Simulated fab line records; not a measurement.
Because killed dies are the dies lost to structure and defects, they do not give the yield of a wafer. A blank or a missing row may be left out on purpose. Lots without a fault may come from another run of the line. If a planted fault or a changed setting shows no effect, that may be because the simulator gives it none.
2 desks, one fault	flow berkeley_cmos170	each desk holds nothing but its own numbers, with what lay behind them at the end

== THE METROLOGY DESK ==
What the gauges read for every lot (on any tool): the sampled wafers with a number, averaged. The brackets show how far a lot's mean lies from the usual mean; more than 4 standard deviations puts the lot out of limits, marked OUT.
Columns: A = PVT_OVL at UCB170_PVT_OVL_MEAS_06, usual 4 nm
lot	first seen here	A
L216	day 6 16:22	4
L218	day 7 05:41	1
L219	day 7 06:14	4
L217	day 7 06:47	6
L220	day 7 17:19	10
L222	day 7 22:05	5
L223	day 7 22:38	1
L229	day 8 16:42	2
L228	day 8 16:48	1
L230	day 9 06:59	6
L232	day 9 07:11	8
L234	day 10 05:17	-2
L237	day 10 15:16	6
L238	day 11 08:10	6
This desk's finding: nothing out of limits on any of the 14 lots.

== TOOL OWNER'S DESK, litho_track-04 ==
The tool's own readings at UCB170_PSD_COAT_01 (resist thk 900 nm): means of the sampled wafers that have a number, for each lot that ran on this tool. The brackets show how far a lot's mean lies from the usual mean; more than 4 standard deviations puts the lot out of limits, marked OUT.
Columns: A = dispense_pressure_kPa at UCB170_PSD_COAT_01, usual 51 kPa; B = resist_line_temp_C at UCB170_PSD_COAT_01, usual 22.97 C; C = spin_speed_rpm at UCB170_PSD_COAT_01, usual 1500.1 rpm
lot	first seen here	A	B	C
L219	day 8 06:16	54	22.87	1500.8
L220	day 8 22:10	54	23.06	1500.7
L223	day 8 22:37	54	22.91	1499.6
L229	day 9 20:32	54	22.95	1472.8 (-34) OUT
L230	day 10 16:07	54	23.20	1472.1 (-35) OUT
This desk's finding: out of limits on L229, L230; first on L229, day 9 20:32 (spin_speed_rpm at UCB170_PSD_COAT_01). Within limits: L219, L220, L223.

== PUT TOGETHER ==
On L229, L230, at day 9 20:32, an alarm was possible from the tool owner's desk.
Nothing out of limits was seen by the metrology desk.
The metrology desk has L229, L230 on record, within its limits.
Of the lots named, all ran UCB170_PSD_COAT_01 on litho_track-04.

== WHAT THE SIMULATOR PUT IN ==
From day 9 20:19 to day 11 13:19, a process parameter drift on litho_track-04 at UCB170_PSD_COAT_01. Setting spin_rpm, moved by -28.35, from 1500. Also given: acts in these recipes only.
Struck lots among those shown: L229, L230.
How many hours passed from the start of the fault until each desk's first out-of-limits reading: the tool owner's desk, 0.
